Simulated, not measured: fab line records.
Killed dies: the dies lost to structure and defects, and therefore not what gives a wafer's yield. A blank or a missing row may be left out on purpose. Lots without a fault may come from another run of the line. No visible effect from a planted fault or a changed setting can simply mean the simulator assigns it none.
A struck lot beside a sound one + flow berkeley-cmos170 + 14 steps out of a route of 331
Sound: wafers L254.2, L254.3, L254.6. Struck: wafers L249.1, L249.4, L249.6. The cause comes at the end.
Per side, at each step with rows, come the tool, then ch with its chambers, and then its first start. Under that, the readings that differ: sound wafers + struck wafers + difference of the means + sigmas: that difference in standard deviations of wafers without a fault.
alike: words and numbers the same on both sides, and readings whose means are apart by under 2 such deviations; not compared: readings that were withheld, readings missing a value for some wafer, numbers with overlapping values and no deviation given by the record, and bounds like >300 which may hide the same value.
Wherever a step has rows on one side only, a row that says differs or no value, or a row with sigmas, the two part there. Non-overlapping numbers with no deviation appear without sigmas and do not part them. A reading that every wafer of one side lacks parts them only if that side has two wafers or more.

first, 2 steps without rows for these wafers: UCB170_SACOX_CLEAN_00 (cleans in dHF, time 7.5 s); UCB170_SACOX_OXIDATION_01 (target thk 14.4 nm, ox time 2400 s).
UCB170_SACOX_THK_MEAS_02:
  sound on film-metro-04 at day 8 08:17; struck on film-metro-02 at day 7 06:23
  alike: SACOX_OXIDE_THK
then, 2 steps without rows for these wafers: UCB170_SCREENOX_WET_ETCH_00 (etches SiO2 in dHF, time 200 s); UCB170_SCREENOX_OXIDATION_01 (target thk 14.4 nm, ox time 2400 s).
UCB170_SCREENOX_THK_MEAS_02:
  sound on film-metro-02 at day 8 12:33; struck on film-metro-04 at day 7 10:03
  alike: SCREENOX_OXIDE_THK
then, 6 steps without rows for these wafers: UCB170_SCREENOX_ANNEAL_03 (time 900 s); UCB170_NVT_HMDS_00 (prime time 60 s); UCB170_NVT_COAT_01 (resist thk 900 nm); UCB170_NVT_SOFTBAKE_02 (time 60 s); UCB170_NVT_EXPOSE_03 (exposes mask PWELL, target cd 3000 nm); UCB170_NVT_PEB_04.
UCB170_NVT_DEVELOP_05: develop time 45 s.
  sound on litho-track-02 ch 0, day 8 18:00; struck on litho-track-01, day 7 16:00
  no value came back on the struck wafers for chill-plate-temp-C (C), develop-time-s (s), exhaust-pa (Pa); on the sound wafers chill-plate-temp-C (C) reads 22.96 22.92 22.99
| reading                              | sound             | struck            | difference | sigmas |
|--------------------------------------|-------------------|-------------------|------------|--------|
| model.KrF_of_NVT_COAT_01.thk-nm (nm) | 883.6 882.9 881.7 | 899.4 898.5 902.2 | +17.3      |        |
UCB170_NVT_OVL_MEAS_06:
  sound on overlay-01 at day 8 18:21; struck on overlay-01 at day 7 16:33
| reading      | sound    | struck | difference                    | sigmas |
|--------------|----------|--------|-------------------------------|--------|
| NVT_OVL (nm) | -4 -9 -3 | - - -  | no value on the struck wafers |        |

## WHERE THEY PART
First at UCB170_NVT_DEVELOP_05; last, within this record, at UCB170_NVT_OVL_MEAS_06.

WHY: what had been put in by the simulator
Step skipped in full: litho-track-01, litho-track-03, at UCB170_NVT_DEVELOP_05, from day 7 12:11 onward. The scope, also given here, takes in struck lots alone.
